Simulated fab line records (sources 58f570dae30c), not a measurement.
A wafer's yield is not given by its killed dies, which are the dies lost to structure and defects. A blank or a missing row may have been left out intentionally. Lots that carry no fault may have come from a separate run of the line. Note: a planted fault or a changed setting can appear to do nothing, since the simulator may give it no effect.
Which tool is to blame?    flow berkeley cmos170    13 lots, 39 wafers sampled, at 4 steps of a route of 331

## WHAT THE GAUGES READ, wafer by wafer
UCB170_M2_THK_MEAS_03: measures by xrf.
lot   measured      on             M2_AL_THK (nm)
L266  day 7 06:11   film metro-01  905 896 898
L265  day 7 06:24   film metro-03  899 908 907
L267  day 7 10:32   film metro-01  878 874 887
L268  day 8 06:20   film metro-01  892 892 896
L273  day 9 08:21   film metro-04  916 905 917
L280  day 10 14:48  film metro-03  889 889 888
L279  day 10 15:34  film metro-01  894 898 905
L281  day 10 14:55  film metro-04  893 885 881
L282  day 10 16:59  film metro-01  895 907 893
L285  day 11 11:11  film metro-03  888 896 884
L284  day 11 10:54  film metro-01  904 902 892
L286  day 11 19:58  film metro-01  898 896 889
L288  day 11 23:49  film metro-01  903 886 900

UCB170_V2_THK_MEAS_01.
lot   measured      on             V2_TEOS_THK (nm)
L266  day 7 10:53   film metro-01  1960 1987 2011
L265  day 7 11:08   film metro-01  2011 2032 2034
L267  day 7 13:02   film metro-03  1984 1997 2037
L268  day 8 09:48   film metro-02  2000 1965 2007
L273  day 9 12:52   film metro-02  1976 2019 2010
L280  day 10 18:04  film metro-01  2003 1999 2033
L279  day 10 18:52  film metro-03  2001 1965 1990
L281  day 10 18:38  film metro-01  1947 2014 1987
L282  day 10 19:46  film metro-03  1998 1986 1973
L285  day 11 13:54  film metro-02  1961 1986 2032
L284  day 11 13:53  film metro-01  2021 2019 2046
L286  day 11 22:35  film metro-03  1981 2017 2010
L288  day 12 02:20  film metro-01  1964 2000 1983

## WHAT TOOL EACH LOT RAN ON (gives the tool, then ch and the chambers of the sampled wafers, and finally the start)
lot   UCB170_M1_ETCH_11                   UCB170_V1_CMP_02
L266  rie diel-03 ch 0,1,2, day 6 21:34   cmp-02 ch 0,3, day 7 02:42
L265  rie diel-04 ch 0,2,3, day 6 21:41   cmp-01 ch 0,2,3, day 7 02:48
L267  rie diel-03 ch 0,2,3, day 7 02:00   cmp-02 ch 2,3, day 7 06:37
L268  rie diel-01 ch 0,2, day 7 17:25     cmp-01 ch 0,1,2, day 8 02:20
L273  rie diel-01 ch 0,1,3, day 9 00:12   cmp-02 ch 1,2,3, day 9 05:22
L280  rie diel-03 ch 2,3, day 10 07:05    cmp-01 ch 1,2, day 10 11:43
L279  rie diel-04 ch 0,2,3, day 10 07:22  cmp-01 ch 0,2,3, day 10 12:04
L281  rie diel-04 ch 0,2, day 10 08:11    cmp-02 ch 0,2,3, day 10 11:40
L282  rie diel-04 ch 0,1,3, day 10 10:36  cmp-02 ch 0,2,3, day 10 14:30
L285  rie diel-04 ch 0,1,3, day 11 03:20  cmp-01 ch 0,2,3, day 11 06:37
L284  rie diel-03 ch 0,1,3, day 11 03:25  cmp-02 ch 0,1,3, day 11 06:49
L286  rie diel-03 ch 1,2,3, day 11 13:08  cmp-02 ch 0,2,3, day 11 17:06
L288  rie diel-03 ch 2,3, day 11 17:45    cmp-02 ch 0,3, day 11 21:26
- UCB170_M1_ETCH_11: etches BARC in N2/H2.
- UCB170_V1_CMP_02: polishes SiO2.

## WHAT THE TOOLS THEMSELVES READ (means of the sampled wafers that have a number; where no wafer has one, the mark that the record gives instead)
UCB170_M1_ETCH_11.
lot   tool         drypump motor current A (A)  oes product au (a.u.)  throttle valve pct (%)
L266  rie diel-03  5.5                          1.018                  13.27
L265  rie diel-04  5.6                          1.019                  13.42
L267  rie diel-03  5.5                          1.002                  13.21
L268  rie diel-01  5.8                          1.008                  13.19
L273  rie diel-01  5.6                          1.007                  13.21
L280  rie diel-03  5.9                          1.018                  13.08
L279  rie diel-04  5.6                          1.001                  13.42
L281  rie diel-04  5.7                          1.007                  13.49
L282  rie diel-04  5.7                          1.005                  13.38
L285  rie diel-04  5.7                          1.006                  13.38
L284  rie diel-03  5.5                          1.010                  13.43
L286  rie diel-03  5.8                          1.019                  13.29
L288  rie diel-03  5.9                          1.002                  13.25

UCB170_V1_CMP_02.
lot   tool    head pressure psi (psi)  motor current A (A)
L266  cmp-02  6.006                    16.8
L265  cmp-01  6.002                    18.2
L267  cmp-02  6.001                    18.2
L268  cmp-01  5.993                    16.1
L273  cmp-02  6.008                    17.6
L280  cmp-01  5.991                    16.2
L279  cmp-01  5.978                    18.3
L281  cmp-02  6.002                    16.4
L282  cmp-02  5.999                    16.6
L285  cmp-01  6.004                    18.6
L284  cmp-02  6.001                    16.0
L286  cmp-02  6.005                    16.5
L288  cmp-02  5.986                    16.9

## THE ANSWER, worked out from the rows above alone
Rule: the lots themselves supply what counts as usual. The widest of any qualifying gaps counts: lots, ordered by their means at a reading, are off when they make up no more than a third of the lots, leave a main group of 4 or more, and stand apart from it by 3 or more times the standard deviation of that group's means. The tables above print the reading to a certain number of digits; a main group whose means all agree to those digits is not used. A lot without any number at a reading at which 4 lots or more have one is off too. Any other lot the step has rows for is counted as sound. Order of review: gauges by route order, followed by the tools' own readings, for which a lot's mean as printed above is used. At the first step where some lot is off, the reading lying furthest off is the one used; lots without a number count as furthest.
No lot is off at any reading shown: from this, nothing can be told.

## WHAT THE SIMULATOR PUT IN
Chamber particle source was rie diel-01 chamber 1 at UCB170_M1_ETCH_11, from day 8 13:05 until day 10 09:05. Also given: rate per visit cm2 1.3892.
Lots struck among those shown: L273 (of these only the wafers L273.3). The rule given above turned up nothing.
